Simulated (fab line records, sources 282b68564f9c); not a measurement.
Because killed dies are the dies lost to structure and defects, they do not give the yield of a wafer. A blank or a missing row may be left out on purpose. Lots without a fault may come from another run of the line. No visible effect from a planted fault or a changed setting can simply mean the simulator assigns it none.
Which tool did it? :: flow rit cmos :: 7 lots, 21 wafers sampled, at 2 steps of a route of 202

WHAT THE GAUGES READ, wafer by wafer
RIT_FOX2_THK_MEAS_01.
lot: L876
measured: day 2 09:38
on: film metro-03
FOX2_OXIDE_THK (nm): 358 354 354

lot: L878
measured: day 2 15:49
on: film metro-02
FOX2_OXIDE_THK (nm): 361 358 357

lot: L880
measured: day 3 02:22
on: film metro-02
FOX2_OXIDE_THK (nm): 346 348 349

lot: L884
measured: day 3 21:56
on: film metro-03
FOX2_OXIDE_THK (nm): 353 353 354

lot: L891
measured: day 5 09:26
on: film metro-04
FOX2_OXIDE_THK (nm): 350 352 357

lot: L895
measured: day 6 04:34
on: film metro-03
FOX2_OXIDE_THK (nm): 356 361 355

lot: L897
measured: day 6 17:26
on: film metro-04
FOX2_OXIDE_THK (nm): 356 349 353

WHICH TOOL RAN EACH LOT (tool, then ch and the chambers of the sampled wafers, then the start)
lot: L876
RIT_FOX2_OXIDATION_00: furnace-03 ch 0, day 2 08:19

lot: L878
RIT_FOX2_OXIDATION_00: furnace-03 ch 0, day 2 14:29

lot: L880
RIT_FOX2_OXIDATION_00: furnace-01 ch 0, day 3 01:04

lot: L884
RIT_FOX2_OXIDATION_00: furnace-04 ch 0, day 3 20:37

lot: L891
RIT_FOX2_OXIDATION_00: furnace-03 ch 0, day 5 08:05

lot: L895
RIT_FOX2_OXIDATION_00: furnace-01 ch 0, day 6 03:14

lot: L897
RIT_FOX2_OXIDATION_00: furnace-03 ch 0, day 6 16:08
- RIT_FOX2_OXIDATION_00: target thk 350.7 nm, ox time 1130 s.

THE ANSWER, worked out from the rows above alone
Rule: the lots themselves supply what counts as usual. The widest of any qualifying gaps counts: lots, ordered by their means at a reading, are off when they make up no more than a third of the lots, leave a main group of 4 or more, and stand apart from it by 3 or more times the standard deviation of that group's means. If all means in a main group match to the digits the tables above print for the reading, that group is not used. A lot without any number at a reading at which 4 lots or more have one is off too. All remaining lots with rows at the step are treated as sound.
No lot is off on any of the readings shown, so nothing can be concluded from this.

WHAT THE SIMULATOR HAD PUT IN
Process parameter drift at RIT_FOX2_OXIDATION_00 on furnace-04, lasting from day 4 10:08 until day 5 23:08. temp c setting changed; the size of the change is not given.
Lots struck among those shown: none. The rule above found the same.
